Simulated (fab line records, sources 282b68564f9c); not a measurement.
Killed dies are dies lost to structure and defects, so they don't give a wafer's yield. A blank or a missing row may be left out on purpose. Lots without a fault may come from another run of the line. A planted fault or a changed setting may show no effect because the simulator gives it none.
A struck lot beside a sound one | flow rit_cmos | 39 steps out of a route of 202
Sound: wafers L974.2, L974.3, L974.5. Struck: wafers L962.2, L962.4, L962.5. The cause comes at the end.
At each step with rows: each side's tool, then ch and its chambers, then its first start. Under that, the readings that differ: sound wafers | struck wafers | difference of the means | sigmas: that difference in standard deviations of wafers without a fault.
alike: readings whose means differ by less than 2 such deviations, and words and numbers that are the same on both sides. not compared: withheld readings, readings that some wafer has no value for, bounds like >300 that may hide the same value, and numbers for which the record gives no deviation and whose values overlap.
The two part at a step that has a row with sigmas, a row that says differs or no value, or rows on one side only. Numbers that don't overlap but have no deviation are shown without sigmas and don't part them. A reading that every wafer of one side lacks parts them only if that side has two wafers or more.

first, 3 steps without rows for these wafers: RIT_GATE_EXPOSE_13 (exposes mask M6, target cd 150 nm); RIT_GATE_PEB_14; RIT_GATE_DEVELOP_15 (develop time 50 s).
RIT_GATE_CD_MEAS_16: target cd 150 nm.
  sound on cd_sem-02, day 6 18:46; struck on cd_sem-01, day 4 04:05
  alike: cd_nm
RIT_GATE_OVL_MEAS_17:
  sound on overlay-02, day 6 18:52; struck on overlay-01, day 4 04:11
  alike: GATE_OVL
then, 1 step without rows for these wafers: RIT_GATE_HARDBAKE_18 (time 60 s).
RIT_GATE_ETCH_19: etches poly-Si in SF6/CHF3/O2, stops on SiO2, time 165 s, target depth 312.5 nm.
  sound on rie_si-01 ch 0,1,3, day 6 19:03; struck on rie_si-01 ch 2,3, day 4 04:27
  alike: drypump_motor_current_A, oes_product_au, throttle_valve_pct
  not compared: rf_hours_counter_h
RIT_GATE_STRIP_20: strips in O2, time 180 s.
  sound on plasma_asher-01 ch 0,1, day 6 19:10; struck on plasma_asher-02 ch 0,1, day 4 04:34
  alike: drypump_motor_current_A
  not compared: rf_hours_counter_h
RIT_GATE_CD_MEAS_90: target cd 150 nm.
  sound on cd_sem-01, day 6 19:21; struck on cd_sem-01, day 4 04:45
  alike: cd_nm
then, 3 steps without rows for these wafers: RIT_REOX_CLEAN_00 (cleans in SC1, time 600 s); RIT_REOX_CLEAN_01 (cleans in dHF, time 30 s); RIT_REOX_CLEAN_02 (cleans in SC2, time 600 s).
RIT_REOX_OXIDATION_03: target thk 25.2 nm, ox time 5580 s.
  sound on furnace-03 ch 0, day 6 20:07; struck on furnace-03 ch 0, day 4 05:13
  reading                                     | sound             | struck           | difference | sigmas
  ox_time_s (s)                               | 5580 5580 5580    | 6696 6696 6696   | +1116      |
  model.SiO2_of_REOX_OXIDATION_03.thk_nm (nm) | 26.31 26.29 25.95 | 29.09 29.21 29.1 | +2.95      |
  alike: ox_temp_c, zone_power_source_pct
RIT_REOX_THK_MEAS_04:
  sound on film_metro-01, day 6 22:41; struck on film_metro-02, day 4 07:47
  reading             | sound          | struck         | difference | sigmas
  REOX_OXIDE_THK (nm) | 26.3 26.3 25.9 | 29.1 29.2 29.1 | +3.0       | +6
then, 6 steps without rows for these wafers: RIT_NLDD_HMDS_00 (prime time 60 s); RIT_NLDD_COAT_01 (resist thk 1000 nm); RIT_NLDD_SOFTBAKE_02 (time 60 s); RIT_NLDD_EXPOSE_03 (exposes mask M7, target cd 40700 nm); RIT_NLDD_PEB_04; RIT_NLDD_DEVELOP_05 (develop time 50 s).
RIT_NLDD_OVL_MEAS_06:
  sound on overlay-02, day 6 23:43; struck on overlay-02, day 4 08:50
  alike: NLDD_OVL
then, 2 steps without rows for these wafers: RIT_NLDD_HARDBAKE_07 (time 60 s); RIT_NLDD_IMPLANT_08.
RIT_NLDD_STRIP_09: strips in O2, time 180 s.
  sound on plasma_asher-02 ch 0,1, day 7 00:02; struck on plasma_asher-03 ch 0,1, day 4 09:10
  alike: drypump_motor_current_A
  not compared: rf_hours_counter_h
RIT_NLDD_TW_MEAS_10:
  sound on film_metro-03, day 7 00:13; struck on film_metro-04, day 4 09:22
  reading | sound          | struck         | difference | sigmas
  NLDD_TW | 2492 2483 2491 | 2462 2455 2453 | -32        | -3
then, 6 steps without rows for these wafers: RIT_PLDD_HMDS_00 (prime time 60 s); RIT_PLDD_COAT_01 (resist thk 1013 nm); RIT_PLDD_SOFTBAKE_02 (time 60 s); RIT_PLDD_EXPOSE_03 (exposes mask M8, target cd 40900 nm); RIT_PLDD_PEB_04; RIT_PLDD_DEVELOP_05 (develop time 50 s).
RIT_PLDD_OVL_MEAS_06:
  sound on overlay-02, day 7 01:17; struck on overlay-02, day 4 10:16
  alike: PLDD_OVL
then, 2 steps without rows for these wafers: RIT_PLDD_HARDBAKE_07 (time 60 s); RIT_PLDD_IMPLANT_08.
RIT_PLDD_STRIP_09: strips in O2, time 180 s.
  sound on plasma_asher-03 ch 0,1, day 7 01:37; struck on plasma_asher-01 ch 0,1, day 4 10:44
  alike: drypump_motor_current_A
  not compared: rf_hours_counter_h
RIT_PLDD_TW_MEAS_10:
  sound on film_metro-04, day 7 01:48; struck on film_metro-03, day 4 10:56
  alike: PLDD_TW
RIT_SPACER_CLEAN_00: cleans in SC1, time 600 s.
  sound on wet_bench-03 ch 0, day 7 01:51; struck on wet_bench-02 ch 2, day 4 10:59
  reading                                     | sound             | struck            | difference | sigmas
  model.SiO2_of_REOX_OXIDATION_03.thk_nm (nm) | 24.27 24.23 23.92 | 26.81 26.92 26.82 | +2.71      |
then, 1 step without rows for these wafers: RIT_SPACER_CLEAN_01 (cleans in dHF, time 30 s).
RIT_M1_PROBE_99:
  sound on prober-02, day 7 15:31; struck on prober-02, day 5 00:41
  reading                             | sound             | struck            | difference | sigmas
  model.etest.pmos_turned.r_on_ohm_um | 3649 3595 3494    | 4105 4118 4052    | +512       |
  model.etest.pmos_0p15.r_on_ohm_um   | 2912 2881 2812    | 3001 3032 2984    | +137       |
  model.etest.pldd.rs_ohm_sq          | 560.5 558.2 539.9 | 741.8 753.4 745.2 | +193.9     |
  model.etest.nmos_0p3.r_on_ohm_um    | 2180 2162 2141    | 2204 2190 2191    | +34        |
  model.etest.nmos_0p15.r_on_ohm_um   | 1206 1185 1180    | 1247 1241 1246    | +54        |
  model.etest.nmos_turned.drive_ua_um | 305.2 315.2 321.7 | 232.3 230.9 233.6 | -81.8      |
  model.etest.nldd.rs_ohm_sq          | 392.4 389.3 384.8 | 487 487.6 484.3   | +97        |
  alike: killed_at_contacts, killed_at_front_end, killed_dies, killed_on_rim, killed_open, killed_short
  not compared: model.etest.pmos_0p3.r_on_ohm_um

WHERE THEY PART
First at RIT_REOX_THK_MEAS_04; last, within this record, at RIT_NLDD_TW_MEAS_10. Later steps at which nothing parts them and some readings are alike: RIT_PLDD_OVL_MEAS_06, RIT_PLDD_STRIP_09, RIT_PLDD_TW_MEAS_10, RIT_M1_PROBE_99.

WHY: what the simulator had put in
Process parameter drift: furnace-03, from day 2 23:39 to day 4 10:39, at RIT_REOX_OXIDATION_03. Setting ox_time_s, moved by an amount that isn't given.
